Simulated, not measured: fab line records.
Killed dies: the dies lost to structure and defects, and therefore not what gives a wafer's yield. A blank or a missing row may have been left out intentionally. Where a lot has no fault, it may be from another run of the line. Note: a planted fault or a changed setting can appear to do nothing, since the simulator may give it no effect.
8D (eight disciplines) problem report, filled in by code + flow berkeley cmos170 + the parts of the form that need people (team, actions taken, sign-off) are left out

1. WHAT WENT WRONG
Mean PVT_TW at UCB170_PVT_TW_MEAS_09: 545 over 6 wafers in 2 lots; fault-free wafers: 505, standard deviation 4.4. That puts it +9.1 standard deviations away from the usual mean.
First observed at day 9 14:20: wafer L157.2, on film metro-04. The record holds 42 wafers of 14 lots with a number at this step. By rule, "out" or "out of limits" means more than 4 standard deviations away from the usual mean. Any other wafer with a number is counted as sound.

2. WHAT THIS IS AND IS NOT
| question                    | is                     | is not                                                                 |
|-----------------------------|------------------------|------------------------------------------------------------------------|
| which readings at this step | PVT_TW                 | -                                                                      |
| which lots                  | L156, L157             | L141, L142, L143, L144, L145, L148, L149, L150, L151, L152, L153, L162 |
| which wafers of those lots  | all that have a number | -                                                                      |
| read on which gauges        | film metro-04          | film metro-01, film metro-03                                           |
| when                        | from day 9 14:20       | up to then (33 sound wafers); but 3 sound wafers of L162 came after    |

3. SUSPECTS, AND WHAT RULES EACH OUT
Counting: a tool at a process step up to the reading stays a suspect if it ran every lot that is out and no sound lot after the first of them.
- ruled out: the gauge at UCB170_PVT_TW_MEAS_09. All the wafers that are out were read on film metro-04, but those of them that UCB170_PVT_IMPLANT_07 has rows for are out there too, on other tools.
- implanter-02 at UCB170_PVT_IMPLANT_07: kept. It ran every lot that is out, first L157 (day 9 14:06), and no sound lot after that; its last sound lot up to then is L150 (day 8 06:41). Out on those wafers are its own readings of beam energy keV.
Remaining after the count: implanter-02 at UCB170_PVT_IMPLANT_07.

4. THE CAUSE (what the simulator had put in)
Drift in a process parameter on implanter-02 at UCB170_PVT_IMPLANT_07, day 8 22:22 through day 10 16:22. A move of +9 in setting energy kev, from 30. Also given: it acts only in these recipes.
Counting left only this tool.

5. THE CHAIN OF EFFECTS, in route order
Each row: a reading where the mean over the struck wafers with a number is more than 3 standard deviations away from the usual. Only readings whose record carries a usual standard deviation are examined. hours: median over the lots of the time between each lot's start at the first step of this table that gives one and its start at this step. sigmas: the change, counted in usual standard deviations.
| hours | step                  | reading         | usual  | on struck wafers | change | sigmas      |
|-------|-----------------------|-----------------|--------|------------------|--------|-------------|
| 0     | UCB170_PVT_IMPLANT_07 | beam energy keV | 30.000 | 39.001           | +9.001 | +99 or more |
| 0     | UCB170_PVT_TW_MEAS_09 | PVT_TW          | 505    | 545              | +40    | +9.1        |
Here are the process steps it includes:
- UCB170_PVT_IMPLANT_07

6. WHAT WOULD HAVE CAUGHT IT SOONER
16 hours passed between the start of the fault at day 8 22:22 and the first reading out of limits at a measuring or inspecting step in this record, taken at day 9 14:20.
The tool's own readings at UCB170_PVT_IMPLANT_07 were out on every struck wafer that the step has a row for (beam energy keV): an alarm limit on them would have fired on the first of those.
Of the lots that are out (2), L156 began UCB170_PVT_IMPLANT_07 on implanter-02 after day 9 14:20. A tool hold placed at that time would have kept it from harm.
